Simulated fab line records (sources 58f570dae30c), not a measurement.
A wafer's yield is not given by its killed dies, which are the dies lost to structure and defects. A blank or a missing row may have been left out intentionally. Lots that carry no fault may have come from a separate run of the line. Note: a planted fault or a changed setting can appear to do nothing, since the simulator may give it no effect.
Chamber matching / flow berkeley_cmos170 / UCB170_GATE_ETCH_14 on rie_diel-01 has 4 sister chambers
The step etches BARC in N2/H2. 4 wafers are shown with their chamber, then 7 later ones without.

## EACH WAFER AND ITS CHAMBER
wafer=L360.6; chamber=2; throttle_valve_pct (%)=13.52
wafer=L364.1; chamber=1; throttle_valve_pct (%)=13.23
wafer=L364.3; chamber=3; throttle_valve_pct (%)=13.39
wafer=L365.4; chamber=0; throttle_valve_pct (%)=13.15

## WAFERS WHOSE CHAMBER IS MISSING
wafer=L365.5; throttle_valve_pct (%)=13.52
wafer=L369.4; throttle_valve_pct (%)=13.52
wafer=L369.5; throttle_valve_pct (%)=13.15
wafer=L369.6; throttle_valve_pct (%)=13.23
wafer=L368.2; throttle_valve_pct (%)=13.53
wafer=L368.4; throttle_valve_pct (%)=13.15
wafer=L368.5; throttle_valve_pct (%)=13.53

## EACH ONE'S CHAMBER
wafer=L365.5; from the rows above=2; in truth=2
wafer=L369.4; from the rows above=2; in truth=2
wafer=L369.5; from the rows above=0; in truth=0
wafer=L369.6; from the rows above=1; in truth=1
wafer=L368.2; from the rows above=2; in truth=2
wafer=L368.4; from the rows above=0; in truth=0
wafer=L368.5; from the rows above=2; in truth=2
Placed correctly: 7 of 7. Can't be placed from these rows: 0. Placed wrongly: 0.
How it was worked out, from the rows above alone: a wafer's distance from a chamber is the root of the sum, over the readings, of the square of ((its reading less the chamber's mean) divided by the reading's scatter). The wafer belongs to the nearest chamber; if the next one is less than 2 further off, it can't be placed. The mean given for a chamber averages the wafers shown for that chamber. The scatter: with one shown wafer a chamber, the root of the mean of the squares of how far each hidden wafer lies from its nearest shown one.
